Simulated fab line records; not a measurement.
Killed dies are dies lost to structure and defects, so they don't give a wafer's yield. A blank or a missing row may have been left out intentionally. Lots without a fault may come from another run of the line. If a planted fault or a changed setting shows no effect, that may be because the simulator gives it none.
Chamber matching ; flow berkeley-cmos170 ; rie-diel-01 running UCB170_ZERO_ETCH_06: 3 sister chambers
The step etches SiO2 in CHF3/CF4/Ar, time 12 s. 3 wafers are shown with their chamber, then 6 later ones without.

EACH WAFER AND ITS CHAMBER
wafer;chamber;throttle-valve-pct (%)
L977.3;1;9.18
L977.6;3;9.52
L984.1;2;9.42

WAFERS WITHOUT THEIR CHAMBER
wafer;throttle-valve-pct (%)
L984.3;9.16
L986.1;9.53
L986.3;9.16
L989.2;9.41
L989.4;9.18
L989.5;9.42

THE CHAMBER EACH PASSED THROUGH
wafer;from the rows above;in truth
L984.3;1;1
L986.1;3;3
L986.3;1;1
L989.2;2;2
L989.4;1;1
L989.5;2;2
6 of 6 placed correctly. Not placeable from these rows: 0. Number placed wrongly: 0.
How it was worked out, from the rows above alone: a wafer's distance from a chamber is the root of the sum, over the readings, of the square of ((its reading less the chamber's mean) divided by the reading's scatter). If the next closest chamber is less than 2 further off than the closest, the wafer can't be placed; otherwise it belongs to the closest. A chamber's mean is the mean of its shown wafers. The scatter (one wafer shown for each chamber): square how far every hidden wafer sits from the nearest shown wafer, average those squares and take the square root.
